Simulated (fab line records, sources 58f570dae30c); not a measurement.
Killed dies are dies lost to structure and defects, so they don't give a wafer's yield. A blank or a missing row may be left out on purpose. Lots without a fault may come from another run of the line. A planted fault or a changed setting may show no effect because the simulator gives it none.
fab line records | flow berkeley_cmos170
record lots=14 wafers=42 last_day=13
route steps=331 shown V2@301
lots that met no fault: from a run of the same line without faults
start_h: hours from the record's first day to the start of the lot's first wafer shown | wait_h: hours since the lot's step before | " the same as in the row above | L1.1+2: a row that stands for several wafers | - no value, or no start given | * or withheld: withheld | < > ~ a bound
route shown NAME@n: a module of which the file shows steps, and the number in the route of the first | usual: mean/standard deviation of fault-free wafers | same: alike in all rows | chamber/n: place in a boat | sites: the reading at each site | _std_site: their standard deviation | _edge_site: outer sites' mean less inner sites' | radius_mm: how far each site lies from the wafer's centre | mask NAME#n: copy n | behind: the tool/chamber that last shaped the wafer | hold: why the lot was held/for how many hours/how that ended | device: the transistor (n, p or np) that didn't switch | end of line: the same wafers' tests at the end of the route | a step without rows: its recipe alone | killed: dies lost to structure and defects at the first sort, not the wafer's yield | map: a wafer's dies, x killed, . not, _ none there
set.NAME: the setting as run; set.NAME@STEP: as run at that earlier step | model.NAME: the simulator's own value behind a step, which no gauge read
steps of the route over a sample of lots; a table a step, a row a wafer
services: from which hour (start_h, from the record's first day; less than 0 if before it) a tool's chamber was out of use, for how many hours, and why
## steps
# step UCB170_V2_EXPOSE_09
# recipe mask_id=VIA2 target_cd_nm=700 na=0.5 sigma_outer=0.6 source_shape=conventional dose_mj=37
# usual exposure_dose_mJ_cm2=36.97/0.041 focus_offset_nm=-0.1/0.51
# columns lot.wafer tool chamber start_h wait_h mask exposure_dose_mJ_cm2 focus_offset_nm
L911.1 krf_scanner-01 0 174.13 0.2 VIA2#0 37.01 -0.3
L911.2 " 0 " " VIA2#0 36.98 -0.1
L911.6 " 0 " " VIA2#0 36.98 -0.6
L912.2 krf_scanner-02 0 181.05 0.1 VIA2#0 36.96 -0.5
L912.3 " 0 " " VIA2#0 37.03 -0.4
L912.5 " 0 " " VIA2#0 37.01 0.1
L913.2 krf_scanner-01 0 193.23 0.1 VIA2#0 37.04 0.1
L913.3 " 0 " " VIA2#0 36.97 -0.2
L913.5 " 0 " " VIA2#0 36.98 0.0
L915.1 krf_scanner-01 0 205.04 0.2 VIA2#0 36.96 0.7
L915.5 " 0 " " VIA2#0 36.94 -0.4
L915.6 " 0 " " VIA2#0 36.94 0.7
L916.1 krf_scanner-02 0 209.45 0.2 VIA2#0 37.01 0.0
L916.2 " 0 " " VIA2#0 36.94 0.0
L916.3 " 0 " " VIA2#0 37.04 0.5
L918.4 krf_scanner-01 - 211.60 0.2 VIA2#0 - -
L918.5 " - " " VIA2#0 - -
L918.6 " - " " VIA2#0 - -
L921.3 krf_scanner-02 - 222.58 0.2 VIA2#0 - -
L921.5 " - " " VIA2#0 - -
L921.6 " - " " VIA2#0 - -
L927.2 krf_scanner-02 0 268.44 0.2 VIA2#0 36.96 0.1
L927.5 " 0 " " VIA2#0 36.97 0.3
L927.6 " 0 " " VIA2#0 36.99 0.2
L929.1 krf_scanner-02 0 270.67 0.1 VIA2#0 36.98 -0.4
L929.3 " 0 " " VIA2#0 36.98 0.2
L929.6 " 0 " " VIA2#0 36.99 0.9
L928.1 krf_scanner-02 0 271.12 - VIA2#0 36.96 0.2
L928.4 " 0 " " VIA2#0 36.94 0.1
L928.6 " 0 " " VIA2#0 36.96 1.0
L930.2 krf_scanner-02 0 288.59 0.1 VIA2#0 36.87 0.1
L930.4 " 0 " " VIA2#0 36.93 -0.5
L930.6 " 0 " " VIA2#0 36.91 0.0
L934.1 krf_scanner-02 0 310.85 0.2 VIA2#0 36.94 -0.1
L934.4 " 0 " " VIA2#0 36.96 -0.1
L934.6 " 0 " " VIA2#0 36.95 0.2
L933.2 krf_scanner-02 0 311.44 0.1 VIA2#0 37.00 0.1
L933.5 " 0 " " VIA2#0 36.98 -0.1
L933.6 " 0 " " VIA2#0 36.92 -0.5
L932.2 krf_scanner-01 0 312.25 0.1 VIA2#0 37.01 0.6
L932.3 " 0 " " VIA2#0 36.95 -0.2
L932.6 " 0 " " VIA2#0 37.04 -0.5
## services
# columns tool chamber start_h hours kind
krf_scanner-01 0 177.16 - calibration
krf_scanner-02 0 191.51 - calibration
krf_scanner-01 - 211.86 7.5 repair
krf_scanner-01 - 220.09 1.3 pm
krf_scanner-02 - 259.07 1.3 pm
krf_scanner-01 - 261.72 0.2 repair
krf_scanner-02 - 263.61 1.0 pm
krf_scanner-01 - 267.40 1.0 pm
krf_scanner-02 - 275.58 0.8 pm
krf_scanner-01 - 290.74 0.8 pm
## key
first_sign step=UCB170_V2_EXPOSE_09 reading=tool_record direction=missing
effect none on later readings
met_at UCB170_V2_EXPOSE_09
struck_lots L918,L921
later_rows_left_out L918.4,L918.5,L918.6,L921.3,L921.5,L921.6
sort_left_out L918.4,L918.5,L918.6,L921.3,L921.5,L921.6
onset_between 209.45 211.60
fault kind=skipped_step_whole tool=krf_scanner-01,krf_scanner-02 chamber=- onset_h=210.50 steps=UCB170_V2_EXPOSE_09 scope=struck_lots_only
# sort_left_out: the simulated sort isn't trusted on such a fault, so these wafers' sort isn't shown, and their yield isn't known
# later_rows_left_out: the simulator's readings of these wafers behind a module that went badly wrong aren't trusted and aren't shown, but for the sort
